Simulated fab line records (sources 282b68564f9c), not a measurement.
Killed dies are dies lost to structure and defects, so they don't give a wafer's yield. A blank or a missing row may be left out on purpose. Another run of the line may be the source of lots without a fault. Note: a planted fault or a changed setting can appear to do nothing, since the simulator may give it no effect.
fab line records | flow ritCmos
record: lots: 6 wafers: 18 lastDay: 8
route steps=202 shown PSD@150 SDANNEAL@153 NSD@158 PLDD@159 NLDD@160 SILICIDE@161
lots that met no fault: taken from a fault-free run of the same line
startH: start of the lot's first displayed wafer, in hours after the record's first day | waitH: hours since the lot's step before | " the same as in the row above | L1.1+2: several wafers, shown together as one row | - no value, or no start was given | * or withheld: withheld | < > ~ a bound
route shown NAME@n: a module of which the file shows steps, and the number in the route of the first | usual: mean/standard deviation of fault-free wafers | same: alike in all rows | chamber/n: place in a boat | sites: the reading at each site | _std_site: the values' standard deviation | _edge_site: mean of outer sites minus mean of inner sites | radiusMm: for every site, how far away it sits from the centre of the wafer | mask NAME#n: copy n | behind: the tool/chamber that last shaped the wafer | hold: reason for holding the lot/hours on hold/outcome of the hold | device: the transistor (n, p or np) that didn't switch | end of line: the route-end tests of the same wafers | for a step that has no rows: nothing shown but its recipe | killed: not the wafer's yield, but the dies lost to structure and defects at the first sort | map: the dies of a wafer, with x for killed, . for not killed, _ for no die there
set.NAME: the setting that was run; set.NAME@STEP: the one run at that earlier step | model.NAME: the simulator's own value behind a step, which no gauge read
lots at some steps of the route; a table a step, a row a wafer
services: the hour from which a tool's chamber was out of use, counted from the record's first day as startH (under 0 if before that day), plus the number of hours and why
== steps ==
step: RIT_PSD_IMPLANT_08
recipe: species: BF2 energyKev: 27 doseCm2: 5e+15 tiltDeg: 7
step: RIT_PSD_STRIP_09
recipe: chemistry: O2 timeS: 180 resist: NOVOLAK platenTempC: withheld powerW: 500 pressureMtorr: 4000 o2FlowSccm: 4000
usual: drypumpMotorCurrentA: 5.9/0.6
columns lot.wafer tool chamber startH waitH drypumpMotorCurrentA rfHoursCounterH
L954.1 plasmaAsher-02 1 55.29 0.1 6.5 24
L954.4 " 0 " " 5.4 -
L954.6 " 0 " " 5.4 -
L956.3 plasmaAsher-02 0 61.70 0.1 5.4 -
L956.4 " 1 " " 6.4 -
L956.5 " 1 " " 6.5 -
L959.1 plasmaAsher-01 0 74.58 0.1 5.7 48
L959.4 " 1 " " 6.3 -
L959.6 " 0 " " 5.7 -
L971.2 plasmaAsher-02 0 138.65 0.1 5.4 33
L971.4 " 0 " " 5.4 -
L971.6 " 1 " " 6.5 -
L972.2 plasmaAsher-02 0 149.31 0.1 5.4 34
L972.5 " 0 " " 5.4 -
L972.6 " 1 " " 6.5 -
L977.4 plasmaAsher-02 1 174.69 0.1 6.5 -
L977.5 " 0 " " 5.4 -
L977.6 " 1 " " 6.5 -
step: RIT_PSD_TW_MEAS_10
usual: PSD_TW: 3449/43
columns lot.wafer tool chamber startH waitH PSD_TW
L954.1 filmMetro-03 - 55.46 0.1 3501
L954.4 " - " " 3505
L954.6 " - " " 3483
L956.3 filmMetro-03 - 61.84 0.1 3482
L956.4 " - " " 3481
L956.5 " - " " 3492
L959.1 filmMetro-01 - 74.76 0.1 3495
L959.4 " - " " 3485
L959.6 " - " " 3493
L971.2 filmMetro-01 - 138.84 0.1 3476
L971.4 " - " " 3482
L971.6 " - " " 3488
L972.2 filmMetro-01 - 149.50 0.1 3498
L972.5 " - " " 3512
L972.6 " - " " 3487
L977.4 filmMetro-01 - 174.83 0.1 3447
L977.5 " - " " 3466
L977.6 " - " " 3459
step: RIT_SDANNEAL_CLEAN_00
recipe: chemistry: SC1 mix: 3:3:50 timeS: 579.2 tempC: 75
step: RIT_SDANNEAL_CLEAN_01
recipe: chemistry: dHF dilution: 50:1 timeS: 30
step: RIT_SDANNEAL_CLEAN_02
recipe: chemistry: SC2 mix: 3:3:50 timeS: 600 tempC: 75 dry: n2Spin
step: RIT_SDANNEAL_RTA_03
recipe: tempC: 1050 timeS: 4.891 idleTempC: 600 rampUpCPerS: 342 rampDownCPerS: 171 coolToC: 600 ambient: N2
usual: chamberO2Ppm: 2.000/0.023 rampUpCPerS: 342.01/0.061 wafer_temp_C_max: 1053.7/1.2
columns lot.wafer tool chamber startH waitH chamberO2Ppm rampUpCPerS wafer_temp_C_max
L954.1 rtpAnneal-02 0 56.07 0.0 1.988 342.05 1055.1
L954.4 " 0 " " 1.973 341.98 1053.8
L954.6 " 0 " " 2.013 342.02 1053.7
L956.3 rtpAnneal-02 0 62.29 0.0 1.963 341.95 1053.0
L956.4 " 0 " " 1.998 342.02 1055.0
L956.5 " 0 " " 1.990 342.10 1051.5
L959.1 rtpAnneal-01 0 75.20 0.0 1.983 341.94 1055.3
L959.4 " 0 " " 2.003 341.93 1053.9
L959.6 " 0 " " 1.989 341.97 1052.8
L971.2 rtpAnneal-02 0 139.27 0.0 1.958 341.95 1054.4
L971.4 " 0 " " 2.027 341.88 1051.6
L971.6 " 0 " " 1.975 341.98 1053.3
L972.2 rtpAnneal-01 0 149.92 0.0 1.986 342.03 1054.3
L972.5 " 0 " " 2.013 341.93 1058.0
L972.6 " 0 " " 2.016 342.07 1052.9
L977.4 rtpAnneal-02 0 175.28 0.0 1.987 342.00 1053.4
L977.5 " 0 " " 2.026 342.06 1053.8
L977.6 " 0 " " 1.964 342.03 1053.8
step: RIT_SDANNEAL_RS_MEAS_04
recipe: thkMeasGauge: four-point-probe
usual: PSD_RS: 116.3/0.33
columns lot.wafer tool chamber startH waitH PSD_RS[ohm/sq]
L954.1 filmMetro-01 - 56.12 0.0 116.2
L954.4 " - " " 116.1
L954.6 " - " " 116.0
L956.3 filmMetro-03 - 62.37 0.1 116.6
L956.4 " - " " 116.5
L956.5 " - " " 116.7
L959.1 filmMetro-04 - 75.26 0.0 116.3
L959.4 " - " " 116.3
L959.6 " - " " 116.3
L971.2 filmMetro-04 - 139.33 0.1 116.1
L971.4 " - " " 115.8
L971.6 " - " " 116.0
L972.2 filmMetro-01 - 149.99 0.1 116.4
L972.5 " - " " 116.4
L972.6 " - " " 116.3
L977.4 filmMetro-04 - 175.37 0.1 116.1
L977.5 " - " " 116.1
L977.6 " - " " 116.3
step: RIT_SDANNEAL_RS_MEAS_05
recipe: thkMeasGauge: four-point-probe
usual: NSD_RS: 84.51/0.28
columns lot.wafer tool chamber startH waitH NSD_RS[ohm/sq]
L954.1 filmMetro-01 - 56.24 0.1 84.01
L954.4 " - " " 84.30
L954.6 " - " " 84.14
L956.3 filmMetro-03 - 62.49 0.1 84.38
L956.4 " - " " 84.56
L956.5 " - " " 84.38
L959.1 filmMetro-04 - 75.38 0.1 84.35
L959.4 " - " " 84.74
L959.6 " - " " 84.37
L971.2 filmMetro-04 - 139.45 0.1 84.40
L971.4 " - " " 84.60
L971.6 " - " " 84.83
L972.2 filmMetro-01 - 150.11 0.1 84.54
L972.5 " - " " 84.53
L972.6 " - " " 84.39
L977.4 filmMetro-04 - 175.49 0.1 84.57
L977.5 " - " " 84.34
L977.6 " - " " 84.36
step: RIT_SDANNEAL_RS_MEAS_06
recipe: thkMeasGauge: four-point-probe
usual: PLDD_RS: 178.9/0.45
columns lot.wafer tool chamber startH waitH PLDD_RS[ohm/sq]
L954.1 filmMetro-01 - 56.36 0.1 178.9
L954.4 " - " " 178.9
L954.6 " - " " 178.7
L956.3 filmMetro-03 - 62.61 0.1 179.2
L956.4 " - " " 179.7
L956.5 " - " " 180.0
L959.1 filmMetro-04 - 75.50 0.1 178.8
L959.4 " - " " 179.3
L959.6 " - " " 179.7
L971.2 filmMetro-04 - 139.57 0.1 179.1
L971.4 " - " " 178.4
L971.6 " - " " 178.7
L972.2 filmMetro-01 - 150.23 0.1 178.7
L972.5 " - " " 178.9
L972.6 " - " " 178.1
L977.4 filmMetro-04 - 175.61 0.1 179.0
L977.5 " - " " 179.1
L977.6 " - " " 178.4
step: RIT_SDANNEAL_RS_MEAS_07
recipe: thkMeasGauge: four-point-probe
usual: NLDD_RS: 153.2/0.55
columns lot.wafer tool chamber startH waitH NLDD_RS[ohm/sq]
L954.1 filmMetro-01 - 56.48 0.1 153.3
L954.4 " - " " 153.2
L954.6 " - " " 152.9
L956.3 filmMetro-03 - 62.73 0.1 152.3
L956.4 " - " " 152.4
L956.5 " - " " 152.7
L959.1 filmMetro-04 - 75.62 0.1 152.5
L959.4 " - " " 152.9
L959.6 " - " " 152.7
L971.2 filmMetro-04 - 139.69 0.1 153.1
L971.4 " - " " 152.4
L971.6 " - " " 152.0
L972.2 filmMetro-01 - 150.35 0.1 153.2
L972.5 " - " " 152.6
L972.6 " - " " 152.4
L977.4 filmMetro-04 - 175.73 0.1 153.4
L977.5 " - " " 153.4
L977.6 " - " " 153.6
step: RIT_SILICIDE_WET_ETCH_00
recipe: chemistry: BOE target: SiO2 targetDepthNm: 14 timeS: 15 dry: n2Spin dilution: 10:1 tempC: 21.5
step: RIT_SILICIDE_SPUTTER_01
recipe: material: Ti targetThkNm: 30 powerW: 350 chamberPressurePa: 0.667 gas: Ar timeS: 240 substrateTempC: 25
usual: cathodeDcPowerW: 350.00/0.062 chamberPressurePa: 0.6668/0.0013 substrateTempC: 25.01/0.1 throttleValvePct: 30.4/0.98
columns lot.wafer tool chamber startH waitH cathodeDcPowerW chamberPressurePa substrateTempC throttleValvePct
L954.1 pvdSputter-02 - 56.62 0.0 349.98 0.6681 25.11 30.4
L954.4 " - " " 350.04 0.6658 25.03 29.3
L954.6 " - " " 350.11 0.6676 25.11 30.2
L956.3 pvdSputter-04 - 62.83 0.0 349.91 0.6670 24.95 30.2
L956.4 " - " " 349.83 0.6660 25.03 31.0
L956.5 " - " " 349.84 0.6670 25.07 30.3
L959.1 pvdSputter-02 - 75.75 0.0 350.04 0.6689 24.92 30.4
L959.4 " - " " 350.05 0.6668 24.95 31.2
L959.6 " - " " 350.11 0.6669 24.96 30.7
L971.2 pvdSputter-02 - 139.81 0.0 - - - -
L971.4 " - " " - - - -
L971.6 " - " " - - - -
L972.2 pvdSputter-04 - 150.46 0.0 - - - -
L972.5 " - " " - - - -
L972.6 " - " " - - - -
L977.4 pvdSputter-03 - 175.80 0.0 349.94 0.6643 25.04 29.4
L977.5 " - " " 350.02 0.6682 24.93 29.4
L977.6 " - " " 350.07 0.6657 24.85 32.4
step: RIT_SILICIDE_RS_MEAS_02
recipe: thkMeasGauge: four-point-probe reads: Ti_of_SILICIDE_SPUTTER_01
usual: SILICIDE_TI_RS: 48.1/0.76
columns lot.wafer tool chamber startH waitH SILICIDE_TI_RS[ohm/sq]
L954.1 filmMetro-03 - 56.77 0.1 48.3
L954.4 " - " " 47.4
L954.6 " - " " 47.3
L956.3 filmMetro-02 - 63.02 0.1 49.0
L956.4 " - " " 47.8
L956.5 " - " " 48.7
L959.1 filmMetro-02 - 75.90 0.1 49.8
L959.4 " - " " 48.7
L959.6 " - " " 49.9
L971.2 filmMetro-02 - 139.98 0.1 -
L971.4 " - " " -
L971.6 " - " " -
L972.2 filmMetro-03 - 150.63 0.1 -
L972.5 " - " " -
L972.6 " - " " -
L977.4 filmMetro-02 - 176.01 0.1 47.3
L977.5 " - " " 47.1
L977.6 " - " " 47.3
step: RIT_SILICIDE_THK_MEAS_03
recipe: thkMeasGauge: xrf reads: Ti_of_SILICIDE_SPUTTER_01
usual: SILICIDE_TI_THK: 30.4/0.41
columns lot.wafer tool chamber startH waitH SILICIDE_TI_THK[nm]
L954.1 filmMetro-03 - 56.89 0.1 30.4
L954.4 " - " " 30.7
L954.6 " - " " 31.0
L956.3 filmMetro-02 - 63.12 0.1 30.0
L956.4 " - " " 30.5
L956.5 " - " " 30.2
L959.1 filmMetro-02 - 76.02 0.1 29.8
L959.4 " - " " 30.1
L959.6 " - " " 29.6
L971.2 filmMetro-02 - 140.09 0.1 <0.0
L971.4 " - " " <0.0
L971.6 " - " " <0.0
L972.2 filmMetro-03 - 150.74 0.1 <0.0
L972.5 " - " " <0.0
L972.6 " - " " <0.0
L977.4 filmMetro-02 - 176.10 0.1 31.0
L977.5 " - " " 31.0
L977.6 " - " " 30.8
step: RIT_SILICIDE_RTA_04
recipe: tempC: 650 timeS: 10 idleTempC: 25 rampUpS: 5 rampDownS: 5 coolToC: 25 ambient: N2
usual: chamberO2Ppm: 2.002/0.021 wafer_temp_C_max: 653.0/0.77
columns lot.wafer tool chamber startH waitH chamberO2Ppm wafer_temp_C_max
L954.1 rtpAnneal-01 0 56.95 0.1 2.021 653.2
L954.4 " 0 " " 2.013 653.7
L954.6 " 0 " " 2.031 654.3
L956.3 rtpAnneal-01 0 63.18 0.1 1.968 654.9
L956.4 " 0 " " 1.985 652.7
L956.5 " 0 " " 1.980 654.2
L959.1 rtpAnneal-02 0 76.08 0.1 2.016 651.7
L959.4 " 0 " " 1.999 652.8
L959.6 " 0 " " 2.001 652.7
L971.2 rtpAnneal-01 0 140.15 0.1 2.026 653.0
L971.4 " 0 " " 1.991 653.6
L971.6 " 0 " " 1.998 653.0
L972.2 rtpAnneal-02 0 150.81 0.1 2.024 652.9
L972.5 " 0 " " 2.034 652.8
L972.6 " 0 " " 2.017 653.2
L977.4 rtpAnneal-01 0 176.16 0.1 1.944 653.5
L977.5 " 0 " " 1.949 655.2
L977.6 " 0 " " 1.941 653.1
== services ==
columns tool chamber startH hours kind
pvdSputter-02 - 87.16 8.4 repair
rtpAnneal-01 - 102.32 4.2 pm
pvdSputter-04 - 105.07 0.7 repair
pvdSputter-04 - 114.59 4.7 repair
pvdSputter-04 - 124.54 1.8 repair
== key ==
firstSign: step: RIT_SILICIDE_SPUTTER_01 reading: toolRecord direction: missing
effect: step: RIT_SILICIDE_RS_MEAS_02 reading: SILICIDE_TI_RS direction: missing
effect: step: RIT_SILICIDE_THK_MEAS_03 reading: SILICIDE_TI_THK direction: down sigmas: 74 usual: 30.4 struck: <0.0
metAt RIT_SILICIDE_SPUTTER_01
struckWafers L971.2,L971.4,L971.6,L972.2,L972.5,L972.6
laterRowsLeftOut L971.2,L971.4,L971.6,L972.2,L972.5,L972.6
sortLeftOut L971.2,L971.4,L971.6,L972.2,L972.5,L972.6
testerLeftOut L971,L972
onsetBetween 75.75 139.81
fault: kind: skippedStepWhole tool: pvdSputter-02,pvdSputter-04 chamber: - onsetH: 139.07 steps: RIT_SILICIDE_SPUTTER_01 scope: struckLotsOnly
testerLeftOut: of these lots the tester's yield and bins aren't shown, on N5 and GAA mostly nor the transistor test; their killed dies are dies lost to structure and defects alone, not to doping, threshold or leakage, so they don't give the yield
sortLeftOut: the simulated sort isn't trusted on such a fault, so these wafers' sort isn't shown, and their yield isn't known
laterRowsLeftOut: the simulator's readings of these wafers behind a module that went badly wrong aren't trusted and aren't shown, but for the sort
